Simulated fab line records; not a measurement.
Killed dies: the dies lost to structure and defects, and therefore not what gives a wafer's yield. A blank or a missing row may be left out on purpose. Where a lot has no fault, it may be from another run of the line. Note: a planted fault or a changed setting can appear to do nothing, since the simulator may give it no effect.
Which tool is to blame? -- flow rit-cmos -- 7 lots with 21 wafers sampled at 2 steps, on a route of 202 steps

## WHAT EACH GAUGE READ, for each wafer
RIT_GATE_THK_MEAS_09.
lot,measured,on,GATE_POLY_THK (nm)
L611,day 3 02:20,film-metro-03,254.0 251.2 250.3
L613,day 3 11:13,film-metro-03,252.0 253.3 252.9
L618,day 4 07:28,film-metro-04,253.1 251.6 251.1
L621,day 5 04:11,film-metro-01,247.2 246.2 248.5
L626,day 6 06:32,film-metro-01,248.3 247.4 248.3
L628,day 6 16:49,film-metro-03,251.2 252.4 254.7
L632,day 7 09:19,film-metro-01,250.5 249.3 248.4

## WHICH TOOL RAN EACH LOT (tool, then ch and the chambers of the sampled wafers, then the start)
lot,RIT_NRETRO_STRIP_09
L611,"plasma-asher-03 ch 0,1, day 2 20:14"
L613,"plasma-asher-04 ch 0,1, day 3 02:23"
L618,"plasma-asher-02 ch 0,1, day 3 23:27"
L621,"plasma-asher-02 ch 0,1, day 4 21:30"
L626,"plasma-asher-03 ch 1, day 5 22:57"
L628,"plasma-asher-04 ch 0,1, day 6 09:51"
L632,"plasma-asher-04 ch 0,1, day 7 02:56"
- RIT_NRETRO_STRIP_09: strips in O2, time 180 s.

## THE ANSWER, worked out from the rows above alone
Rule: the lots themselves supply what counts as usual. Put in order of their means at a reading, lots are off if they are a third of the lots or fewer, leave a main group of 4 or more, and stand apart from it by a gap of 3 or more times the standard deviation of the main group's means; of several such gaps the widest counts. The tables above print the reading to a certain number of digits; a main group whose means all agree to those digits is not used. A lot without any number at a reading at which 4 lots or more have one is off too. The other lots that the step has rows for count as sound.
No lot is off at any reading shown: from this, nothing can be told.

## WHAT THE SIMULATOR PUT IN
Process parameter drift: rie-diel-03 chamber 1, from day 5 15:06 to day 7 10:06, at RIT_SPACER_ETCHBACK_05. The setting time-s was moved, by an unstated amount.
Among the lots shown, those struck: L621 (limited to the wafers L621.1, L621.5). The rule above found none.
